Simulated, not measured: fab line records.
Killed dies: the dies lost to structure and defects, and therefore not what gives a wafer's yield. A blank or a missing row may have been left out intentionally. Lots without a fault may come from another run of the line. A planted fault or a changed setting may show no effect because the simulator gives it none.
Which tool is to blame? / flow berkeleyCmos170 / Sampling: 7 lots, 21 wafers, 2 of 331 route steps

## WHAT THE GAUGES SHOWED, per wafer
UCB170_GATE_THK_MEAS_02.
lot=L318; measured=day 6 18:20; on=filmMetro-04; GATE_OXIDE_THK (nm)=6.58 6.46 6.65
lot=L320; measured=day 7 12:05; on=filmMetro-02; GATE_OXIDE_THK (nm)=6.43 6.44 6.54
lot=L323; measured=day 7 23:13; on=filmMetro-02; GATE_OXIDE_THK (nm)=6.49 6.33 6.53
lot=L322; measured=day 7 23:13; on=filmMetro-04; GATE_OXIDE_THK (nm)=6.43 6.40 6.36
lot=L325; measured=day 8 14:31; on=filmMetro-02; GATE_OXIDE_THK (nm)=6.56 6.64 6.64
lot=L329; measured=day 9 00:16; on=filmMetro-02; GATE_OXIDE_THK (nm)=5.57 5.52 5.56
lot=L337; measured=day 10 17:29; on=filmMetro-02; GATE_OXIDE_THK (nm)=6.55 6.44 6.43

## WHICH TOOL RAN EACH LOT (tool, then ch and the chambers of the sampled wafers, then the start)
lot=L318; UCB170_GATE_OXIDATION_01=furnace-01 ch 0, day 6 16:50
lot=L320; UCB170_GATE_OXIDATION_01=furnace-04 ch 0, day 7 10:35
lot=L323; UCB170_GATE_OXIDATION_01=furnace-01 ch 0, day 7 21:39
lot=L322; UCB170_GATE_OXIDATION_01=furnace-01 ch 0, day 7 21:39
lot=L325; UCB170_GATE_OXIDATION_01=furnace-02 ch 0, day 8 12:59
lot=L329; UCB170_GATE_OXIDATION_01=furnace-02 ch 0, day 8 22:45
lot=L337; UCB170_GATE_OXIDATION_01=furnace-04 ch 0, day 10 15:59
- UCB170_GATE_OXIDATION_01: target thk 6.6 nm, ox time 1800 s.

## THE ANSWER, worked out from the rows above alone
Rule: what is usual is taken from the lots themselves. The widest of any qualifying gaps counts: lots, ordered by their means at a reading, are off when they make up no more than a third of the lots, leave a main group of 4 or more, and stand apart from it by 3 or more times the standard deviation of that group's means. A main group whose means are all the same, to the digits that the tables above print for the reading, isn't used. A lot without any number at a reading at which 4 lots or more have one is off too. All remaining lots with rows at the step are treated as sound.
Off: L329, seen at UCB170_GATE_THK_MEAS_02 (GATE_OXIDE_THK). For the main group the mean is 6.49 nm and the standard deviation 0.072.
A tool fits if, at a process step before that reading, it ran every lot that is off, and no sound lot after the first of them. Gauges at UCB170_GATE_THK_MEAS_02: tried the same way as those tools. One fits: furnace-02 at UCB170_GATE_OXIDATION_01. Its last sound lot is L325 (day 8 12:59), its first lot that is off L329 (day 8 22:45): a fault that began between those two fits.

## WHAT HAD BEEN PUT IN BY THE SIMULATOR
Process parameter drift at UCB170_GATE_OXIDATION_01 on furnace-02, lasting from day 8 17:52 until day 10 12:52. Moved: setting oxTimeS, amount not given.
Struck lots among those shown: L329. Same finding as the rule above.
